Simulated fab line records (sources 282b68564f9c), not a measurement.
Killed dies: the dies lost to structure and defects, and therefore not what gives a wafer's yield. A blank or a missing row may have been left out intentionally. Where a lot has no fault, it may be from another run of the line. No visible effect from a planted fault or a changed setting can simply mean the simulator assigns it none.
Lot-split experiment	flow rit cmos	route with 202 steps; 5 lots, 23 wafers read

## SPLIT DETAILS
At RIT_ACTIVE_CVD_03 (deposits Si3N4 from SiH2Cl2/NH3, target thk 150 nm, time 1500 s), the setting time s was moved away from the recipe's 1500 s on 10 of the 23 wafers read, by -12.4% to +7.6%. For the rest of the wafers, this setting stayed at what the recipe calls for.

Split to reading: the file shows no intervening step.

## THE READING
ACTIVE_NITRIDE_THK at RIT_ACTIVE_THK_MEAS_04, in nm. Fault-free wafers of this fab line usually give 150.3 nm, standard deviation 1.7 nm.

wafer	tool, chamber at the split	time s as run, s	against the recipe	ACTIVE_NITRIDE_THK, nm	against lot-mates on the recipe
L075.1	lpcvd-02, 0	1500	recipe	154.0	-
L075.3	lpcvd-02, 0	1500	recipe	153.8	-
L075.5	lpcvd-02, 0	1500	recipe	154.3	-
L076.2	-, -	1314	-12.4%	131.4	no lot-mate on the recipe
L076.3	-, -	1314	-12.4%	131.6	no lot-mate on the recipe
L076.4	-, -	1314	-12.4%	133.4	no lot-mate on the recipe
L076.5	-, -	1314	-12.4%	132.0	no lot-mate on the recipe
L076.6	-, -	1314	-12.4%	131.4	no lot-mate on the recipe
L079.1	-, -	1500	recipe	150.6	-
L079.2	-, -	1500	recipe	150.8	-
L079.4	-, -	1500	recipe	151.3	-
L079.5	-, -	1500	recipe	151.4	-
L079.6	-, -	1500	recipe	150.3	-
L083.1	-, -	1614	+7.6%	162.4	no lot-mate on the recipe
L083.2	-, -	1614	+7.6%	162.0	no lot-mate on the recipe
L083.3	-, -	1614	+7.6%	163.1	no lot-mate on the recipe
L083.4	-, -	1614	+7.6%	162.1	no lot-mate on the recipe
L083.5	-, -	1614	+7.6%	163.2	no lot-mate on the recipe
L085.1	-, -	1500	recipe	148.1	-
L085.2	-, -	1500	recipe	148.0	-
L085.4	-, -	1500	recipe	148.0	-
L085.5	-, -	1500	recipe	148.9	-
L085.6	-, -	1500	recipe	146.8	-

THE FIT
A straight line over all 23 wafers: ACTIVE_NITRIDE_THK changes by +1.52 nm for each +1% of time s; r = +0.98; the points scatter about the line by 1.9 nm.
Too few moved wafers have a lot-mate on the recipe to fit a line with each lot's own level taken away.

## THE WHOLE CHAIN: every reading that the file lists as answering this split, in the file's order
step	what it does	reading	change (the file's fit)	r (the file's)
RIT_ACTIVE_CVD_03	deposits Si3N4 from SiH2Cl2/NH3, target thk 150 nm, time 1500 s	Si3N4_of_ACTIVE_CVD_03.thk nm (the simulator's own value, which no gauge read)	+1.52 nm for each +1% of the setting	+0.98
RIT_ACTIVE_THK_MEAS_04		ACTIVE_NITRIDE_THK	+1.52 for each +1% of the setting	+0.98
RIT_ACTIVE_ETCH_13	etches Si3N4 in SF6, stops on SiO2, time 210 s, target depth 210 nm	etch.depth nm (the simulator's own value, which no gauge read)	+1.52 nm for each +1% of the setting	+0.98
RIT_ACTIVE_ETCH_13	etches Si3N4 in SF6, stops on SiO2, time 210 s, target depth 210 nm	ACTIVE.feature depth nm (the simulator's own value, which no gauge read)	+1.55 nm for each +1% of the setting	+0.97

## THE FILE'S OWN FIT
ACTIVE_NITRIDE_THK changes by +1.52 nm for each +1% of time s, r = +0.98.
